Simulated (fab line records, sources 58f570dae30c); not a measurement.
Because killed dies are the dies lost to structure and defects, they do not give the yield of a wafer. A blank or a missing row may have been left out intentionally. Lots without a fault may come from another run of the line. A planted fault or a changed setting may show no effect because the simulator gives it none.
Comparing a struck lot with a sound one :: flow berkeleyCmos170 :: 20 out of 331 route steps
Sound: the wafers L977.1, L977.2, L977.5. Wafers L986.1, L986.4, L986.5 were the ones struck. The cause is named last.
Order at every step that has rows: each side's tool, ch and its chambers, its first start. Under that, the readings that differ: sound wafers :: struck wafers :: difference of the means :: sigmas: that difference in standard deviations of wafers without a fault.
alike: readings whose means differ by less than 2 such deviations, and words and numbers that are the same on both sides. not compared: withheld readings, readings that some wafer has no value for, bounds like >300 that may hide the same value, and numbers for which the record gives no deviation and whose values overlap.
A row with sigmas, a row that says differs or no value, or rows on one side alone: a step with any of these is where the two part. Numbers that don't overlap but have no deviation are shown without sigmas and don't part them. A reading missing from all wafers of one side parts the sides only when that side holds two or more wafers.

UCB170_CONTACT_ETCH_17: etches BARC in N2/H2.
  sound on rieDiel-03 ch 0,1, day 10 03:28; struck on rieDiel-01 ch 0,3, day 12 08:35
  alike: chamberPressureMTorr, drypumpMotorCurrentA, oesProductAu, rfFwdPowerW, throttleValvePct
UCB170_CONTACT_ETCH_18: etches PSG in CHF3/CF4/Ar, stops on TiSi2, target depth 840 nm, time 195 s.
  sound on rieDiel-03 ch 0,1; struck on rieDiel-01 ch 0,3
  alike: chamberPressureMTorr, drypumpMotorCurrentA, oesProductAu, rfFwdPowerW, throttleValvePct
  not compared: rfHoursCounterH
UCB170_CONTACT_STRIP_19: strips in O2.
  sound on plasmaAsher-04 ch 0,1, day 10 03:38; struck on plasmaAsher-04 ch 0,1, day 12 08:45
reading: chamberPressureMTorr (mTorr)
sound: 3505 3505 3500
struck: 3490 3501 3496
difference: -8
sigmas: -2
  alike: drypumpMotorCurrentA, o2FlowSccm, oesProductAu
  not compared: rfHoursCounterH
UCB170_CONTACT_CD_MEAS_90: the cd target is 700 nm.
  sound on cdSem-02 at day 10 03:44; struck on cdSem-02 at day 12 08:51
  alike: cdNm
then, 1 step without rows for these wafers: UCB170_CONTACT_CLEAN_20 (cleans in SPM, time 600 s).
UCB170_M1_SPUTTER_00: material Al, target thk 600 nm, time 80 s.
  sound on pvdSputter-01 at day 10 04:02; struck on pvdSputter-01 at day 12 09:08
  alike: chamberPressurePa, throttleValvePct
UCB170_M1_RS_MEAS_01: measures by four-point-probe.
  sound on filmMetro-03 at day 10 04:05; struck on filmMetro-01 at day 12 09:13
  alike: M1_AL_RS
UCB170_M1_THK_MEAS_02: measures by xrf.
  sound on filmMetro-03 at day 10 04:13; struck on filmMetro-01 at day 12 09:20
  alike: M1_AL_THK
then, 4 steps without rows for these wafers: UCB170_M1_COAT_03; UCB170_M1_COAT_04 (resist thk 900 nm); UCB170_M1_SOFTBAKE_05 (time 60 s); UCB170_M1_EXPOSE_06 (exposes mask METAL1, target cd 700 nm).
UCB170_M1_PEB_07:
  sound on lithoTrack-03 ch 0, day 10 05:46; struck on lithoTrack-01 ch 0, day 12 10:39
reading: heaterPowerTotalW (W)
sound: 56.85 56.89 56.82
struck: 61.02 61.03 60.99
difference: +4.16
sigmas: +99 or more
then, 1 step without rows for these wafers: UCB170_M1_DEVELOP_08 (develop time 45 s).
UCB170_M1_CD_MEAS_09: the cd target is 700 nm.
  sound on cdSem-01 at day 10 06:03; struck on cdSem-01 at day 12 10:55
reading: cdNm (nm)
sound: 700.2 699.3 701.1
struck: 717.3 716.8 717.0
difference: +16.8
sigmas: +14
UCB170_M1_OVL_MEAS_10:
  sound on overlay-02 at day 10 06:10; struck on overlay-01 at day 12 11:02
  alike: M1_OVL
UCB170_M1_ETCH_11: etches BARC in N2/H2.
  sound on rieDiel-03 ch 0,1,2, day 10 06:13; struck on rieDiel-02 ch 0,1,3, day 12 11:05
reading: model.M1.cdNm (nm)
sound: 700.1 699.5 701.2
struck: 717.7 716.2 716
difference: +16.4
sigmas: 
  alike: chamberPressureMTorr, drypumpMotorCurrentA, oesProductAu, rfFwdPowerW, throttleValvePct
UCB170_M1_METAL_ETCH_12: etches Al in Cl2/BCl3, stops on PSG, target depth 780 nm, time 130 s.
  sound on rieMetal-01 ch 0,1, day 10 06:15; struck on rieMetal-04 ch 0,1, day 12 11:07
reading: model.M1.cdNm (nm)
sound: 704.8 698.2 705.4
struck: 715.6 717.7 717.3
difference: +14.1
sigmas: 
  alike: chamberPressureMTorr, drypumpMotorCurrentA, oesProductAu, rfFwdPowerW, throttleValvePct
  not compared: rfHoursCounterH
UCB170_M1_STRIP_13: strips in O2.
  sound on plasmaAsher-03 ch 0,1, day 10 06:23; struck on plasmaAsher-01 ch 0, day 12 11:16
  alike: chamberPressureMTorr, drypumpMotorCurrentA, o2FlowSccm, oesProductAu
  not compared: rfHoursCounterH
UCB170_M3_PROBE_99:
  the record holds rows for the sound wafers here (prober-01, day 10 19:02) but none for the struck ones

## WHERE THEY PART
At UCB170_CONTACT_STRIP_19 first; at UCB170_M3_PROBE_99 last (within this record only).

WHY: what the simulator had put in
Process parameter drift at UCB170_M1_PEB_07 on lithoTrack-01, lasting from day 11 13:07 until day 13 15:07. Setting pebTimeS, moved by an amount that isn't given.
